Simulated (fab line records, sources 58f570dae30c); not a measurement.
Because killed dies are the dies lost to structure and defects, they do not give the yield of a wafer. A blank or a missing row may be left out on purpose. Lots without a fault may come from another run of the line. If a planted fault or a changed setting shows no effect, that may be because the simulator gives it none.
Lot-split experiment / flow berkeley-cmos170 / 23 wafers read across 5 lots, on a route 331 steps long

ABOUT THE SPLIT
At UCB170_CONTACT_COAT_04 (resist thk 900 nm), the setting resist-thk-nm was moved away from the recipe's 900 nm on 11 of the 23 wafers read, by -4.3% to +5.4%. The other wafers ran this setting at the recipe's value.

The reading is taken at the split's own step.

THE READING
KrF_of_CONTACT_COAT_04.thk-nm (the simulator's own value, which no gauge read), in nm, at UCB170_CONTACT_COAT_04 (resist thk 900 nm). No usual value for it is given in the file. Average 901.2 nm, standard deviation 2.8 nm, over the 12 wafers here run with the recipe.

wafer=L078.2; tool, chamber at the split=litho-track-04, 0; resist-thk-nm as run, nm=900; against the recipe=recipe; KrF_of_CONTACT_COAT_04.thk-nm, nm=902.1; against lot-mates on the recipe=-
wafer=L078.3; tool, chamber at the split=litho-track-04, 0; resist-thk-nm as run, nm=861.5; against the recipe=-4.3%; KrF_of_CONTACT_COAT_04.thk-nm, nm=864.6; against lot-mates on the recipe=-37.1
wafer=L078.4; tool, chamber at the split=litho-track-04, 0; resist-thk-nm as run, nm=861.5; against the recipe=-4.3%; KrF_of_CONTACT_COAT_04.thk-nm, nm=863.4; against lot-mates on the recipe=-38.4
wafer=L078.5; tool, chamber at the split=litho-track-04, 0; resist-thk-nm as run, nm=861.5; against the recipe=-4.3%; KrF_of_CONTACT_COAT_04.thk-nm, nm=862.5; against lot-mates on the recipe=-39.2
wafer=L078.6; tool, chamber at the split=litho-track-04, 0; resist-thk-nm as run, nm=900; against the recipe=recipe; KrF_of_CONTACT_COAT_04.thk-nm, nm=901.4; against lot-mates on the recipe=-
wafer=L076.1; tool, chamber at the split=litho-track-01, 0; resist-thk-nm as run, nm=948.8; against the recipe=+5.4%; KrF_of_CONTACT_COAT_04.thk-nm, nm=947.6; against lot-mates on the recipe=+51.8
wafer=L076.3; tool, chamber at the split=litho-track-01, 0; resist-thk-nm as run, nm=948.8; against the recipe=+5.4%; KrF_of_CONTACT_COAT_04.thk-nm, nm=947.2; against lot-mates on the recipe=+51.4
wafer=L076.4; tool, chamber at the split=litho-track-01, 0; resist-thk-nm as run, nm=900; against the recipe=recipe; KrF_of_CONTACT_COAT_04.thk-nm, nm=896.7; against lot-mates on the recipe=-
wafer=L076.5; tool, chamber at the split=litho-track-01, 0; resist-thk-nm as run, nm=948.8; against the recipe=+5.4%; KrF_of_CONTACT_COAT_04.thk-nm, nm=946; against lot-mates on the recipe=+50.2
wafer=L076.6; tool, chamber at the split=litho-track-01, 0; resist-thk-nm as run, nm=900; against the recipe=recipe; KrF_of_CONTACT_COAT_04.thk-nm, nm=894.9; against lot-mates on the recipe=-
wafer=L082.2; tool, chamber at the split=litho-track-04, 0; resist-thk-nm as run, nm=942.2; against the recipe=+4.7%; KrF_of_CONTACT_COAT_04.thk-nm, nm=943; against lot-mates on the recipe=+41.8
wafer=L082.3; tool, chamber at the split=litho-track-04, 0; resist-thk-nm as run, nm=900; against the recipe=recipe; KrF_of_CONTACT_COAT_04.thk-nm, nm=901.7; against lot-mates on the recipe=-
wafer=L082.4; tool, chamber at the split=litho-track-04, 0; resist-thk-nm as run, nm=942.2; against the recipe=+4.7%; KrF_of_CONTACT_COAT_04.thk-nm, nm=939.2; against lot-mates on the recipe=+38.0
wafer=L082.5; tool, chamber at the split=litho-track-04, 0; resist-thk-nm as run, nm=900; against the recipe=recipe; KrF_of_CONTACT_COAT_04.thk-nm, nm=900.7; against lot-mates on the recipe=-
wafer=L082.6; tool, chamber at the split=litho-track-04, 0; resist-thk-nm as run, nm=942.2; against the recipe=+4.7%; KrF_of_CONTACT_COAT_04.thk-nm, nm=944.4; against lot-mates on the recipe=+43.2
wafer=L081.1; tool, chamber at the split=litho-track-01, 0; resist-thk-nm as run, nm=900; against the recipe=recipe; KrF_of_CONTACT_COAT_04.thk-nm, nm=902.3; against lot-mates on the recipe=-
wafer=L081.4; tool, chamber at the split=litho-track-01, 0; resist-thk-nm as run, nm=900; against the recipe=recipe; KrF_of_CONTACT_COAT_04.thk-nm, nm=900.5; against lot-mates on the recipe=-
wafer=L081.6; tool, chamber at the split=litho-track-01, 0; resist-thk-nm as run, nm=900; against the recipe=recipe; KrF_of_CONTACT_COAT_04.thk-nm, nm=901.6; against lot-mates on the recipe=-
wafer=L085.1; tool, chamber at the split=litho-track-01, 0; resist-thk-nm as run, nm=900; against the recipe=recipe; KrF_of_CONTACT_COAT_04.thk-nm, nm=903; against lot-mates on the recipe=-
wafer=L085.2; tool, chamber at the split=litho-track-01, 0; resist-thk-nm as run, nm=923.3; against the recipe=+2.6%; KrF_of_CONTACT_COAT_04.thk-nm, nm=925.7; against lot-mates on the recipe=+21.7
wafer=L085.3; tool, chamber at the split=litho-track-01, 0; resist-thk-nm as run, nm=923.3; against the recipe=+2.6%; KrF_of_CONTACT_COAT_04.thk-nm, nm=927.1; against lot-mates on the recipe=+23.1
wafer=L085.4; tool, chamber at the split=litho-track-01, 0; resist-thk-nm as run, nm=900; against the recipe=recipe; KrF_of_CONTACT_COAT_04.thk-nm, nm=902.9; against lot-mates on the recipe=-
wafer=L085.5; tool, chamber at the split=litho-track-01, 0; resist-thk-nm as run, nm=900; against the recipe=recipe; KrF_of_CONTACT_COAT_04.thk-nm, nm=906.1; against lot-mates on the recipe=-

THE FIT
A straight line over all 23 wafers: KrF_of_CONTACT_COAT_04.thk-nm changes by +8.7 nm for each +1% of resist-thk-nm; r = +1.00; the points scatter about the line by 2.5 nm.
The same after taking each lot's own level away (the mean of its wafers on the recipe; 23 wafers): +9.05 nm for each +1%; r = +1.00; scatter 1.6 nm.
On that fit, the largest move of resist-thk-nm shifts the reading by 49 nm.
The lots' own levels span 895.80 to 904.00 nm, that is 2.9 times the standard deviation above.
So the lot-to-lot level changes the slope little: the two slopes agree.
Check: with one of the wafers moved furthest among these (+5.4%) left out of the fit, the line predicts +48.7 nm for it against its lot-mates. Against them it came out at +51.8 nm.

ADDITIONAL SPLITS CARRIED BY THESE WAFERS
Other splits were also applied to these wafers ahead of the reading. Each is held against what the fit with the lots' levels taken away leaves over:
other split on the same wafers=UCB170_PWELL_OXIDATION_02 temp-c; wafers away from the commonest value=10; r with KrF_of_CONTACT_COAT_04.thk-nm (lot level and that fit taken away)=-0.41
other split on the same wafers=UCB170_PWELL_COAT_08 spin-rpm; wafers away from the commonest value=5; r with KrF_of_CONTACT_COAT_04.thk-nm (lot level and that fit taken away)=-0.12
other split on the same wafers=UCB170_ACTIVE_CVD_05 temp-c; wafers away from the commonest value=15; r with KrF_of_CONTACT_COAT_04.thk-nm (lot level and that fit taken away)=+0.07
other split on the same wafers=UCB170_ACTIVE_PEB_11 peb-temp-c; wafers away from the commonest value=11; r with KrF_of_CONTACT_COAT_04.thk-nm (lot level and that fit taken away)=-0.09
other split on the same wafers=UCB170_NVT_COAT_01 resist-thk-nm; wafers away from the commonest value=12; r with KrF_of_CONTACT_COAT_04.thk-nm (lot level and that fit taken away)=-0.44
other split on the same wafers=UCB170_NSD_COAT_01 resist-thk-nm; wafers away from the commonest value=5; r with KrF_of_CONTACT_COAT_04.thk-nm (lot level and that fit taken away)=-0.08

THE WHOLE CHAIN: every reading that the file lists as answering this split, in the file's order
step=UCB170_CONTACT_COAT_04; what it does=resist thk 900 nm; reading=KrF_of_CONTACT_COAT_04.thk-nm (the simulator's own value, which no gauge read); change (the file's fit)=+9.05 nm for each +1% of the setting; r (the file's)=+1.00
step=UCB170_CONTACT_STRIP_06; what it does=strips in O2; reading=strip-time-to-endpoint-s; change (the file's fit)=withheld for each +1% of the setting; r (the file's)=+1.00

THE FILE'S OWN FIT
KrF_of_CONTACT_COAT_04.thk-nm changes by +9.05 nm for each +1% of resist-thk-nm, r = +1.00.
